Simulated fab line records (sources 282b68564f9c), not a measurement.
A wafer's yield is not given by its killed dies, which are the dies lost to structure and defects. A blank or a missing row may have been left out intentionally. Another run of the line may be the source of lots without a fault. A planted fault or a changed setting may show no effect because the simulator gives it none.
The tool behind it: which one? | flow rit_cmos | 14 lots with 42 wafers sampled at 2 steps, on a route of 202 steps

WHAT EACH GAUGE READ, for each wafer
Not one reading of a measure or inspect step in the record can be checked against a usual standard deviation.

TOOL THAT RAN EACH LOT (tool first, then ch and the chambers of the sampled wafers, then the start)
lot  | RIT_CONTACT_ETCH_11               | RIT_M1_PROBE_99
L424 | rie_diel-02 ch 0,3, day 3 13:01   | -
L425 | rie_diel-02 ch 0,1,2, day 3 17:49 | -
L426 | rie_diel-04 ch 0,1,3, day 3 21:17 | -
L427 | rie_diel-04 ch 0,3, day 4 04:43   | -
L428 | rie_diel-02 ch 2,3, day 4 08:34   | -
L429 | rie_diel-01 ch 0,2,3, day 4 12:33 | -
L431 | rie_diel-02 ch 0,1,2, day 4 20:14 | -
L430 | rie_diel-01 ch 0,2,3, day 4 21:58 | -
L432 | rie_diel-02 ch 2,3, day 5 01:12   | -
L433 | rie_diel-02 ch 0,2, day 5 14:20   | -
L434 | rie_diel-01 ch 0,1,2, day 5 14:29 | -
L435 | rie_diel-02 ch 0,1,3, day 5 18:22 | -
L441 | rie_diel-01 ch 0,2, day 7 00:43   | prober-02, day 7 06:05
L443 | rie_diel-01 ch 0,1,2, day 7 11:02 | prober-02, day 7 16:16
- RIT_CONTACT_ETCH_11: etches SiO2 in CHF3/CF4/Ar, stops on TiSi2, target depth 480 nm, time 320 s.
- RIT_M1_PROBE_99

WHAT THE TOOLS THEMSELVES READ (means of the sampled wafers that have a number; where no wafer has one, the mark that the record gives instead)
RIT_CONTACT_ETCH_11.
lot  | tool        | drypump_motor_current_A (A) | oes_product_au (a.u.) | throttle_valve_pct (%)
L424 | rie_diel-02 | 6.4                         | 0.996                 | 8.81
L425 | rie_diel-02 | 6.0                         | 0.987                 | 8.79
L426 | rie_diel-04 | 5.4                         | 0.982                 | 8.79
L427 | rie_diel-04 | 5.5                         | 0.985                 | 8.89
L428 | rie_diel-02 | 5.9                         | 1.020                 | 8.88
L429 | rie_diel-01 | 5.7                         | 0.990                 | 8.87
L431 | rie_diel-02 | 6.0                         | 0.987                 | 8.79
L430 | rie_diel-01 | 5.7                         | 0.994                 | 8.85
L432 | rie_diel-02 | 6.0                         | 1.023                 | 8.88
L433 | rie_diel-02 | 6.0                         | 1.002                 | 8.87
L434 | rie_diel-01 | 6.2                         | 0.980                 | 8.95
L435 | rie_diel-02 | 6.1                         | 0.990                 | 8.79
L441 | rie_diel-01 | 6.0                         | 0.983                 | 8.96
L443 | rie_diel-01 | 6.1                         | 0.976                 | 8.96

RIT_M1_PROBE_99.
lot  | tool      | killed_at_contacts | killed_at_front_end | killed_dies | killed_on_rim | killed_open | killed_short
L441 | prober-02 | 86.3               | 5.0                 | 91.3        | 24.3          | 1.7         | 3.3
L443 | prober-02 | 86.7               | 5.7                 | 92.3        | 25.3          | 2.7         | 3.0

THE ANSWER, worked out from the rows above alone
Rule: the lots themselves supply what counts as usual. The widest of any qualifying gaps counts: lots, ordered by their means at a reading, are off when they make up no more than a third of the lots, leave a main group of 4 or more, and stand apart from it by 3 or more times the standard deviation of that group's means. The tables above print the reading to a certain number of digits; a main group whose means all agree to those digits is not used. Also off: a lot with no number at a reading for which 4 or more lots have one. All remaining lots with rows at the step are treated as sound. The gauges are gone through in route order, then the tools' own readings, and for those a lot's mean is taken as printed above. The first step at which some lot is off is used, and at that step the reading that is off furthest; a lot without a number counts as furthest.
No lot is off on any of the readings shown, so nothing can be concluded from this.

WHAT THE SIMULATOR HAD INSERTED
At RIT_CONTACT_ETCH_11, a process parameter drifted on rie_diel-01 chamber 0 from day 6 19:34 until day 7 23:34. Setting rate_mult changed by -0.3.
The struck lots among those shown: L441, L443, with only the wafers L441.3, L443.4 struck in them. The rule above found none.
